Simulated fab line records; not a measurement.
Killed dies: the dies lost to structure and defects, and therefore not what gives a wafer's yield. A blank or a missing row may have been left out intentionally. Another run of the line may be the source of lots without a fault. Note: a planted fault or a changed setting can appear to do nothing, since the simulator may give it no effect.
A struck lot beside a sound one / flow rit cmos / 21 out of 202 route steps
Sound: these wafers, L796.1, L796.3, L796.6. Wafers struck: L801.1, L801.2, L801.6. At the end, the cause is stated.
Per side, at each step with rows, come the tool, then ch with its chambers, and then its first start. Under that, the readings that differ: sound wafers / struck wafers / difference of the means / sigmas: that difference in standard deviations of wafers without a fault.
alike: readings with means less than 2 such deviations apart, plus words and numbers identical on both sides. not compared: withheld readings, readings lacking a value on some wafer, bounds such as >300 that could conceal the same value, and numbers that have no deviation in the record and whose values overlap.
A row with sigmas, a row that says differs or no value, or rows on one side alone: a step with any of these is where the two part. Numbers that don't overlap but have no deviation are shown without sigmas and don't part them. Lack of a reading on every wafer of one side parts them only where that side has two or more wafers.

first, 6 steps without rows for these wafers: RIT_NSD_HMDS_00 (prime time 60 s); RIT_NSD_COAT_01 (resist thk 1000 nm); RIT_NSD_SOFTBAKE_02 (time 60 s); RIT_NSD_EXPOSE_03 (exposes mask M9, target cd 40700 nm); RIT_NSD_PEB_04; RIT_NSD_DEVELOP_05 (develop time 50 s).
RIT_NSD_OVL_MEAS_06:
  struck on overlay-02, day 5 04:53; sound on overlay-01, day 4 06:20
  alike: NSD_OVL
then, 2 steps without rows for these wafers: RIT_NSD_HARDBAKE_07 (time 60 s); RIT_NSD_IMPLANT_08.
RIT_NSD_STRIP_09: strips in O2, time 180 s.
  sound on plasma asher-01 ch 0,1, day 4 06:40; struck on plasma asher-03 ch 0,1, day 5 05:13
  alike: drypump motor current A
  not compared: rf hours counter h
RIT_NSD_TW_MEAS_10:
  struck on film metro-02, day 5 05:23; sound on film metro-04, day 4 06:50
  alike: NSD_TW
then, 1 step without rows for these wafers: RIT_PSD_HMDS_00 (prime time 60 s).
RIT_PSD_COAT_01: resist thk 1000 nm.
  sound on litho track-04 ch 0, day 4 07:03; struck on litho track-04 ch 0, day 5 05:36
reading=spin speed rpm (rpm); sound=3252.8 3250.0 3247.7; struck=3330.6 3336.4 3335.4; difference=+84.0; sigmas=+40
reading=model.NOVOLAK_of_PSD_COAT_01.thk nm (nm); sound=994.2 998 995.3; struck=984.2 981 982.2; difference=-13.4; sigmas=
then, 4 steps without rows for these wafers: RIT_PSD_SOFTBAKE_02 (time 60 s); RIT_PSD_EXPOSE_03 (exposes mask M10, target cd 40900 nm); RIT_PSD_PEB_04; RIT_PSD_DEVELOP_05 (develop time 50 s).
RIT_PSD_OVL_MEAS_06:
  struck on overlay-02, day 5 06:26; sound on overlay-02, day 4 07:45
  alike: PSD_OVL
RIT_PSD_HARDBAKE_07: time 60 s.
  sound on litho track-04 ch 0, day 4 07:47; struck on litho track-04 ch 0, day 5 06:28
reading=model.NOVOLAK_of_PSD_COAT_01.thk nm (nm); sound=878.6 882 879.6; struck=869.9 867.2 868.2; difference=-11.6; sigmas=
following that, these wafers have no rows for 1 step: RIT_PSD_IMPLANT_08.
RIT_M1_PROBE_99:
  struck on prober-01, day 5 15:14; sound on prober-02, day 4 16:59
  alike: killed_at_M0_to_M3, killed at contacts, killed at front end, killed dies, killed open, killed short

== WHERE THEY PART ==
RIT_PSD_COAT_01 only, going by this record. Later steps at which nothing parts them and some readings are alike: RIT_PSD_OVL_MEAS_06, RIT_M1_PROBE_99.

WHY: the cause the simulator had injected
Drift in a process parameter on litho track-04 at RIT_PSD_COAT_01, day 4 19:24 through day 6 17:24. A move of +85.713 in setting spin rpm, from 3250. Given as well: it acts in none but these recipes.
